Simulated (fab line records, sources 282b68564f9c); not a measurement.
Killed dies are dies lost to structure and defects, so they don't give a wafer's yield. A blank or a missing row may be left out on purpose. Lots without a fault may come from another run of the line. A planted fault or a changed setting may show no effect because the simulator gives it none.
Split-lot experiment | flow rit_cmos | 5 lots, 23 wafers read, on a route of 202 steps

THE SPLIT
At RIT_NRETRO_COAT_01 (resist thk 1300 nm), the setting resist_thk_nm was moved away from the recipe's 1300 nm on 7 of the 23 wafers read, by -5.8% to +4.2%. The other wafers ran this setting at the recipe's value.

FROM THE SPLIT TO THE READING: what the file shows between them, 3 steps
- RIT_NRETRO_SOFTBAKE_02: time 60 s
- RIT_NRETRO_EXPOSE_03: exposes mask M4, target cd 43900 nm
- RIT_NRETRO_DEVELOP_05: develop time 68 s

THE READING
NOVOLAK_of_NRETRO_COAT_01.thk_nm (the simulator's own value, which no gauge read), in nm, at RIT_NRETRO_HARDBAKE_07 (time 120 s). The file gives no usual value for it. The 16 wafers here that ran the recipe average 1136 nm, standard deviation 1.9 nm.

wafer  | tool, chamber at the split | resist_thk_nm as run, nm | against the recipe | NOVOLAK_of_NRETRO_COAT_01.thk_nm, nm | against lot-mates on the recipe
L075.1 | litho_track-02, 0          | 1300                     | recipe             | 1137                                 | -
L075.2 | litho_track-02, 0          | 1300                     | recipe             | 1139                                 | -
L075.3 | litho_track-02, 0          | 1224                     | -5.8%              | 1075                                 | -63
L075.4 | litho_track-02, 0          | 1224                     | -5.8%              | 1070                                 | -68
L075.6 | litho_track-02, 0          | 1300                     | recipe             | 1138                                 | -
L076.1 | litho_track-01, 0          | 1300                     | recipe             | 1133                                 | -
L076.5 | litho_track-01, 0          | 1300                     | recipe             | 1133                                 | -
L076.2 | litho_track-01, 0          | 1300                     | recipe             | 1134                                 | -
L076.4 | litho_track-01, 0          | 1300                     | recipe             | 1137                                 | -
L076.6 | litho_track-01, 0          | 1300                     | recipe             | 1137                                 | -
L083.1 | litho_track-01, 0          | 1300                     | recipe             | 1139                                 | -
L083.4 | litho_track-01, 0          | 1300                     | recipe             | 1139                                 | -
L083.6 | litho_track-01, 0          | 1300                     | recipe             | 1138                                 | -
L084.1 | litho_track-04, 0          | 1300                     | recipe             | 1136                                 | -
L084.5 | litho_track-04, 0          | 1300                     | recipe             | 1136                                 | -
L084.6 | litho_track-04, 0          | 1300                     | recipe             | 1136                                 | -
L084.2 | litho_track-04, 0          | 1354                     | +4.2%              | 1181                                 | +45
L084.4 | litho_track-04, 0          | 1354                     | +4.2%              | 1184                                 | +48
L085.1 | litho_track-04, 0          | 1341                     | +3.2%              | 1171                                 | +36
L085.6 | litho_track-04, 0          | 1341                     | +3.2%              | 1171                                 | +36
L085.2 | litho_track-04, 0          | 1300                     | recipe             | 1136                                 | -
L085.3 | litho_track-04, 0          | 1341                     | +3.2%              | 1169                                 | +34
L085.4 | litho_track-04, 0          | 1300                     | recipe             | 1135                                 | -

THE FIT
A straight line over all 23 wafers: NOVOLAK_of_NRETRO_COAT_01.thk_nm changes by +10.9 nm for each +1% of resist_thk_nm; r = +1.00; the points scatter about the line by 1.9 nm.
The same after taking each lot's own level away (the mean of its wafers on the recipe; 23 wafers): +11.2 nm for each +1%; r = +1.00; scatter 1.4 nm.
On that fit, the largest move of resist_thk_nm shifts the reading by 65 nm.
The lots' own levels span 1134.8 to 1138.7 nm, that is 2.0 times the standard deviation above.
So the lot-to-lot level changes the slope little: the two slopes agree.
Check: with one of the wafers moved furthest among these (-5.8%) left out of the fit, the line predicts -66.5 nm for it against its lot-mates. It came out at -63 nm against them.

OTHER SPLITS ON THESE WAFERS
These wafers also went through other splits before the reading. Each is held against what the fit with the lots' levels taken away leaves over:
other split on the same wafers       | wafers away from the commonest value | r with NOVOLAK_of_NRETRO_COAT_01.thk_nm (lot level and that fit taken away)
RIT_ACTIVE_OXIDATION_01 ox_time_s    | 18                                   | -0.06
RIT_ACTIVE_SOFTBAKE_07 temp_c        | 10                                   | -0.25
RIT_ACTIVE_DEVELOP_10 develop_time_s | 7                                    | +0.13
RIT_NWELL_COAT_01 spin_rpm           | 11                                   | +0.18
RIT_NWELL_HARDBAKE_07 temp_c         | 7                                    | +0.00
RIT_PWELL_COAT_01 spin_rpm           | 8                                    | -0.28
RIT_PWELL_IMPLANT_08 energy_kev      | 8                                    | +0.06

THE WHOLE CHAIN: every reading that the file lists as answering this split, in the file's order
step                   | what it does       | reading                                                                           | change (the file's fit)              | r (the file's)
RIT_NRETRO_COAT_01     | resist thk 1300 nm | NOVOLAK_of_NRETRO_COAT_01.thk_nm (the simulator's own value, which no gauge read) | +13 nm for each +1% of the setting   | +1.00
RIT_NRETRO_HARDBAKE_07 | time 120 s         | NOVOLAK_of_NRETRO_COAT_01.thk_nm (the simulator's own value, which no gauge read) | +11.2 nm for each +1% of the setting | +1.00

THE FILE'S OWN FIT
NOVOLAK_of_NRETRO_COAT_01.thk_nm changes by +11.2 nm for each +1% of resist_thk_nm, r = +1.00.
